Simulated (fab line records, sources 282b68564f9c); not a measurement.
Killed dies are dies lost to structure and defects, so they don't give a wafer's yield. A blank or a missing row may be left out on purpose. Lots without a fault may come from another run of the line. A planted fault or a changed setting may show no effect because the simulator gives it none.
fab line records | flow rit_cmos
record lots=13 wafers=39 last_day=7
route steps=202 shown PSD@150 M1@202
lots that met no fault: from a run of the same line without faults
start_h: hours from the record's first day to the start of the lot's first wafer shown | wait_h: hours since the lot's step before | " the same as in the row above | L1.1+2: a row that stands for several wafers | - no value, or no start given | * or withheld: withheld | < > ~ a bound
route shown NAME@n: a module of which the file shows steps, and the number in the route of the first | usual: mean/standard deviation of fault-free wafers | same: alike in all rows | chamber/n: place in a boat | sites: the reading at each site | _std_site: their standard deviation | _edge_site: outer sites' mean less inner sites' | radius_mm: how far each site lies from the wafer's centre | mask NAME#n: copy n | behind: the tool/chamber that last shaped the wafer | hold: why the lot was held/for how many hours/how that ended | device: the transistor (n, p or np) that didn't switch | end of line: the same wafers' tests at the end of the route | a step without rows: its recipe alone | killed: dies lost to structure and defects at the first sort, not the wafer's yield | map: a wafer's dies, x killed, . not, _ none there
set.NAME: the setting as run; set.NAME@STEP: as run at that earlier step | model.NAME: the simulator's own value behind a step, which no gauge read
steps of the route over a sample of lots; a table a step, a row a wafer
services: from which hour (start_h, from the record's first day; less than 0 if before it) a tool's chamber was out of use, for how many hours, and why
## steps
# step RIT_PSD_IMPLANT_08
# recipe species=BF2 energy_kev=27 dose_cm2=5e+15 tilt_deg=7
# usual beam_energy_keV=27.002/0.0095
# same implant_ion_amu=49
# columns lot.wafer tool chamber start_h wait_h beam_energy_keV
L789.1 implanter-01 0 59.62 0.1 26.997
L789.4 " 0 " " 27.005
L789.5 " 0 " " 27.007
L790.1 implanter-01 0 61.19 0.1 27.002
L790.3 " 0 " " 26.999
L790.6 " 0 " " 27.012
L791.3 implanter-03 0 65.76 0.1 27.003
L791.4 " 0 " " 27.004
L791.5 " 0 " " 27.003
L792.2 implanter-01 0 73.61 0.1 26.988
L792.5 " 0 " " 27.005
L792.6 " 0 " " 26.991
L793.1 implanter-02 0 77.13 0.1 27.007
L793.2 " 0 " " 27.007
L793.3 " 0 " " 27.015
L796.3 implanter-01 0 92.78 0.1 26.997
L796.5 " 0 " " 27.005
L796.6 " 0 " " 27.013
L798.4 implanter-02 0 104.80 0.1 27.012
L798.5 " 0 " " 27.001
L798.6 " 0 " " 26.987
L800.1 implanter-03 0 107.99 0.1 18.897
L800.3 " 0 " " 18.891
L800.4 " 0 " " 18.902
L801.1 implanter-03 0 119.71 0.1 18.906
L801.2 " 0 " " 18.893
L801.6 " 0 " " 18.899
L803.1 implanter-01 0 135.45 0.1 27.003
L803.5 " 0 " " 27.001
L803.6 " 0 " " 27.000
L804.1 implanter-02 0 135.52 0.1 27.000
L804.4 " 0 " " 27.004
L804.5 " 0 " " 26.998
L805.1 implanter-01 0 138.39 0.1 27.006
L805.3 " 0 " " 26.998
L805.5 " 0 " " 27.007
L808.1 implanter-02 0 149.91 0.1 27.006
L808.3 " 0 " " 26.994
L808.5 " 0 " " 26.995
# step RIT_PSD_TW_MEAS_10
# usual PSD_TW=3418/27
# columns lot.wafer tool chamber start_h wait_h hold PSD_TW
L789.1 film_metro-01 - 59.95 0.1 - 3408
L789.4 " - " " - 3406
L789.5 " - " " - 3397
L790.1 film_metro-01 - 61.51 0.1 - 3371
L790.3 " - " " - 3372
L790.6 " - " " - 3380
L791.3 film_metro-02 - 66.16 0.1 - 3384
L791.4 " - " " - 3352
L791.5 " - " " - 3363
L792.2 film_metro-01 - 73.92 0.1 - 3406
L792.5 " - " " - 3428
L792.6 " - " " - 3414
L793.1 film_metro-01 - 77.46 0.1 - 3438
L793.2 " - " " - 3429
L793.3 " - " " - 3403
L796.3 film_metro-02 - 93.08 0.1 - 3383
L796.5 " - " " - 3389
L796.6 " - " " - 3386
L798.4 film_metro-04 - 105.08 0.1 - 3420
L798.5 " - " " - 3420
L798.6 " - " " - 3432
L800.1 film_metro-02 - 108.46 0.1 await_dispo/0.2h/release 3117
L800.3 " - " " await_dispo/0.2h/release 3100
L800.4 " - " " await_dispo/0.2h/release 3121
L800.1 film_metro-02 - 108.68 0.2 - 3100
L800.3 " - " " - 3098
L800.4 " - " " - 3109
L801.1 film_metro-04 - 120.04 0.1 await_dispo/0.2h/release 3150
L801.2 " - " " await_dispo/0.2h/release 3182
L801.6 " - " " await_dispo/0.2h/release 3154
L801.1 film_metro-04 - 120.26 0.2 - 3165
L801.2 " - " " - 3165
L801.6 " - " " - 3146
L803.1 film_metro-04 - 135.78 0.1 - 3428
L803.5 " - " " - 3449
L803.6 " - " " - 3429
L804.1 film_metro-01 - 135.84 0.1 - 3455
L804.4 " - " " - 3442
L804.5 " - " " - 3440
L805.1 film_metro-04 - 138.71 0.1 - 3445
L805.3 " - " " - 3464
L805.5 " - " " - 3444
L808.1 film_metro-04 - 150.23 0.1 - 3438
L808.3 " - " " - 3438
L808.5 " - " " - 3444
# step RIT_SDANNEAL_RS_MEAS_04
# recipe thk_meas_gauge=four-point-probe
# usual PSD_RS=115.8/0.34
# columns lot.wafer tool chamber start_h wait_h hold PSD_RS[ohm/sq]
L789.1 film_metro-04 - 60.44 0.0 - 115.4
L789.4 " - " " - 115.5
L789.5 " - " " - 115.5
L790.1 film_metro-01 - 62.00 0.0 - 115.6
L790.3 " - " " - 115.4
L790.6 " - " " - 115.5
L791.3 film_metro-04 - 66.67 0.1 - 115.2
L791.4 " - " " - 115.3
L791.5 " - " " - 115.2
L792.2 film_metro-02 - 74.43 0.1 - 116.1
L792.5 " - " " - 115.7
L792.6 " - " " - 116.1
L793.1 film_metro-01 - 78.01 0.0 - 116.2
L793.2 " - " " - 115.9
L793.3 " - " " - 116.0
L796.3 film_metro-04 - 93.58 0.1 - 116.0
L796.5 " - " " - 115.6
L796.6 " - " " - 115.9
L798.4 film_metro-01 - 105.59 0.1 - 115.6
L798.5 " - " " - 115.6
L798.6 " - " " - 115.9
L800.1 film_metro-04 - 113.13 0.0 await_dispo/0.2h/release 137.8
L800.3 " - " " await_dispo/0.2h/release 138.1
L800.4 " - " " await_dispo/0.2h/release 138.0
L800.1 film_metro-04 - 113.42 0.3 - 137.4
L800.3 " - " " - 138.2
L800.4 " - " " - 138.0
L801.1 film_metro-02 - 125.18 0.0 await_dispo/0.2h/release 138.5
L801.2 " - " " await_dispo/0.2h/release 138.8
L801.6 " - " " await_dispo/0.2h/release 138.7
L801.1 film_metro-02 - 125.47 0.3 - 138.6
L801.2 " - " " - 138.8
L801.6 " - " " - 138.7
L803.1 film_metro-04 - 136.26 0.0 - 115.7
L803.5 " - " " - 115.1
L803.6 " - " " - 115.5
L804.1 film_metro-01 - 136.33 0.0 - 115.8
L804.4 " - " " - 116.0
L804.5 " - " " - 115.6
L805.1 film_metro-02 - 139.20 0.0 - 116.3
L805.3 " - " " - 116.3
L805.5 " - " " - 116.6
L808.1 film_metro-01 - 150.81 0.1 - 115.9
L808.3 " - " " - 116.0
L808.5 " - " " - 116.1
# step RIT_M1_PROBE_99
# usual defect_limited_yield=97.4/1.1 killed_at_M0_to_M3=0.0/0.2 killed_at_contacts=0.0/0.2 killed_at_front_end=6.8/2.9 killed_dies=6.8/2.9 killed_open=3.3/1.9 killed_short=3.5/2 sort_bin_3_pad_short=0.1/0.21 sort_bin_5_function=1.4/0.74 sort_bin_6_memory=1.1/0.67 sort_n_pass=257.2/2.9 sort_yield_pct=97.4/1.1
# same gross_dies=264 killed_at_M4_up=0 killed_at_back_side=0 killed_at_other=0
# columns lot.wafer tool chamber start_h wait_h defect_limited_yield[%] killed_at_M0_to_M3 killed_at_contacts killed_at_front_end killed_dies killed_open killed_short sort_bin_3_pad_short[%] sort_bin_5_function[%] sort_bin_6_memory[%] sort_n_pass sort_yield_pct[%]
L803.1 prober-01 - 143.76 0.1 99.2 0 0 2 2 1 1 0 0.8 0 262.0 99.2
L803.5 prober-01 - 143.96 0.2 97.3 0 1 6 7 2 5 0 1.9 0.8 257.0 97.3
L803.6 prober-01 - 144.01 0.2 98.5 0 0 4 4 2 1 0 0.8 0.8 260.0 98.5
# killed by level:class
L803.1 ACTIVE:geometric_particle:short=1 SILICIDE:geometric_particle:open=1
L803.5 GATE:geometric_particle:short=4 GATE:geometric_particle:open=2 CONTACT:geometric_particle:short=1
L803.6 FOX1:geometric_particle:open=2 GATE:geometric_particle:short=1 NWELL:coat_microbubble_printed=1
## services
# columns tool chamber start_h hours kind
implanter-03 - 55.08 1.5 repair
implanter-01 - 61.65 3.8 repair
implanter-02 - 86.02 6.0 pm
implanter-01 - 107.75 3.4 repair
implanter-01 - 139.18 1.2 repair
## key
first_sign step=RIT_PSD_IMPLANT_08 reading=beam_energy_keV direction=down sigmas=99+ usual=27.002 struck=18.898
effect step=RIT_PSD_TW_MEAS_10 reading=visit direction=added
effect step=RIT_PSD_TW_MEAS_10 reading=PSD_TW direction=down sigmas=10 usual=3418 struck=3137
effect step=RIT_SDANNEAL_RS_MEAS_04 reading=visit direction=added
effect step=RIT_SDANNEAL_RS_MEAS_04 reading=PSD_RS direction=up sigmas=65 usual=115.8 struck=138.3
met_at RIT_PSD_IMPLANT_08
struck_lots L800,L801
scrapped_behind RIT_SDANNEAL_RS_MEAS_04 L800.1,L800.3,L800.4,L801.1,L801.2,L801.6
onset_between 65.76 107.99
fault kind=process_parameter_drift tool=implanter-03 chamber=- onset_h=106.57 steps=RIT_PSD_IMPLANT_08 channel=energy_kev offset=-8.1 shape=step end_h=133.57 acts_in=these_recipes_only stated=27
